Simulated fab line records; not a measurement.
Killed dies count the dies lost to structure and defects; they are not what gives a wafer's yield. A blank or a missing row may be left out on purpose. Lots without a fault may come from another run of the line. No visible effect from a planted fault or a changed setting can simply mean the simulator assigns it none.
Check of tool commonality | flow rit cmos | 15 lots and 54 wafers in the sample

THE REASON FOR OPENING IT
RIT_PWELL_OVL_MEAS_06, reading PWELL_OVL: flagged on 3 of 15 lots. Wafers without a fault read -0.5 nm, standard deviation 1.2.
Rule: flag the lot when none of its wafers has a number, or when each of its wafers that has one lies beyond 4 standard deviations from that mean. As for the other lots, they are considered sound.

lot  | measured    | on         | PWELL_OVL (nm), wafer by wafer      | flag
L634 | day 2 15:26 | overlay-01 | -0.5 -1.4 -1.0                      |
L635 | day 2 18:59 | overlay-02 | 0.4 0.4 1.9                         |
L636 | day 2 23:46 | overlay-01 | -1.2 0.1 0.3                        |
L637 | day 3 02:50 | overlay-01 | -2.4 -1.7 -1.5                      |
L638 | day 3 08:38 | overlay-01 | -1.7 -1.4 -2.2                      |
L642 | day 4 11:44 | overlay-01 | 0.5 -1.8 -2.0                       |
L641 | day 4 11:56 | overlay-01 | 1.8 0.3 2.8                         |
L644 | day 5 00:56 | overlay-01 | -1.0 0.8 -0.2                       |
L645 | day 5 01:16 | overlay-01 | 0.7 0.2 0.3                         |
L646 | day 5 04:56 | overlay-01 | -1.2 1.6 0.3                        |
L650 | day 5 23:20 | overlay-01 | 240.1 241.1 242.0 241.5 241.7 242.9 | FLAGGED
L652 | day 6 05:23 | overlay-01 | 240.6 239.9 239.6 240.5 240.7 240.3 | FLAGGED
L653 | day 6 10:40 | overlay-02 | -0.9 -1.5 1.0                       |
L654 | day 6 14:19 | overlay-02 | 238.9 241.1 238.3 240.0 241.7 239.4 | FLAGGED
L655 | day 6 18:37 | overlay-02 | -1.5 -0.9 -0.1                      |
The numbers of the flagged lots are 240.6 nm on average: +241.1 nm against the usual, or +99 or more standard deviations.

EACH LOT AND THE TOOL IT RAN ON
The record holds 2 process steps before the reading, out of a route of 202 steps. Read each cell as the tool, then ch plus the chambers that the sampled wafers visited, then the start.
lot  | flag    | RIT_ACTIVE_ETCH_13                | RIT_PWELL_EXPOSE_03
L634 |         | rie diel-02 ch 2,3, day 2 03:08   | iline stepper-01 ch 0, day 2 15:03
L635 |         | rie diel-03 ch 1,3, day 2 07:16   | iline stepper-02 ch 0, day 2 18:33
L636 |         | rie diel-04 ch 0,3, day 2 13:12   | iline stepper-01 ch 0, day 2 23:14
L637 |         | rie diel-02 ch 0,1,3, day 2 16:54 | iline stepper-01 ch 0, day 3 02:26
L638 |         | rie diel-02 ch 0,1,3, day 2 21:25 | iline stepper-01 ch 0, day 3 08:14
L642 |         | rie diel-03 ch 2,3, day 3 23:10   | iline stepper-02 ch 0, day 4 11:20
L641 |         | rie diel-04 ch 1,2,3, day 3 23:03 | iline stepper-02 ch 0, day 4 11:25
L644 |         | rie diel-04 ch 0,3, day 4 08:02   | iline stepper-02 ch 0, day 5 00:11
L645 |         | rie diel-03 ch 0,2,3, day 4 08:16 | iline stepper-01 ch 0, day 5 00:46
L646 |         | rie diel-02 ch 0,3, day 4 16:40   | iline stepper-02 ch 0, day 5 04:31
L650 | FLAGGED | rie diel-02 ch 0,1, day 5 14:03   | iline stepper-01 ch 0, day 5 22:54
L652 | FLAGGED | rie diel-02 ch 1,2,3, day 5 20:41 | iline stepper-01 ch 0, day 6 04:41
L653 |         | rie diel-04 ch 0,3, day 6 00:08   | iline stepper-02 ch 0, day 6 10:14
L654 | FLAGGED | rie diel-02 ch 0,1, day 6 05:59   | iline stepper-01 ch 0, day 6 13:41
L655 |         | rie diel-04 ch 0,1, day 6 10:40   | iline stepper-02 ch 0, day 6 18:11
These steps, and what they do:
- RIT_ACTIVE_ETCH_13: etches Si3N4 in SF6, stops on SiO2, time 210 s, target depth 210 nm.
- RIT_PWELL_EXPOSE_03: exposes mask M3, target cd 43700 nm.
- RIT_PWELL_OVL_MEAS_06

FLAGGED OVER TOTAL, TOOL BY TOOL (the gauges that took the reading come last)
step                  | tool             | lots run | flagged | share of the flagged lots | sound lots run after its first flagged lot
RIT_ACTIVE_ETCH_13    | rie diel-02      | 7        | 3       | all                       | 0
RIT_ACTIVE_ETCH_13    | rie diel-03      | 3        | 0       | none                      | -
RIT_ACTIVE_ETCH_13    | rie diel-04      | 5        | 0       | none                      | -
RIT_PWELL_EXPOSE_03   | iline stepper-01 | 8        | 3       | all                       | 0
RIT_PWELL_EXPOSE_03   | iline stepper-02 | 7        | 0       | none                      | -
RIT_PWELL_OVL_MEAS_06 | overlay-01       | 11       | 2       | some                      | 0
RIT_PWELL_OVL_MEAS_06 | overlay-02       | 4        | 1       | some                      | 1 (L655)

THE TABLE: WHAT IT ALLOWS
Rows of the table that ran all the flagged lots, 2 in number: rie diel-02 at RIT_ACTIVE_ETCH_13; iline stepper-01 at RIT_PWELL_EXPOSE_03.
- rie diel-02 at RIT_ACTIVE_ETCH_13 ran 7 lots, 3 of them flagged. Its last sound lot is L646 (day 4 16:40), its first flagged lot L650 (day 5 14:03): a fault that began between those two fits.
- iline stepper-01 at RIT_PWELL_EXPOSE_03 ran 8 lots, 3 of them flagged. Its last sound lot is L645 (day 5 00:46), its first flagged lot L650 (day 5 22:54): a fault that began between those two fits.
Because each of these 2 tools fits a fault that began at some hour, counting lots does not separate them. More lots, or a look at what each step does to the wafer, might.

WHAT HAD BEEN PUT IN BY THE SIMULATOR
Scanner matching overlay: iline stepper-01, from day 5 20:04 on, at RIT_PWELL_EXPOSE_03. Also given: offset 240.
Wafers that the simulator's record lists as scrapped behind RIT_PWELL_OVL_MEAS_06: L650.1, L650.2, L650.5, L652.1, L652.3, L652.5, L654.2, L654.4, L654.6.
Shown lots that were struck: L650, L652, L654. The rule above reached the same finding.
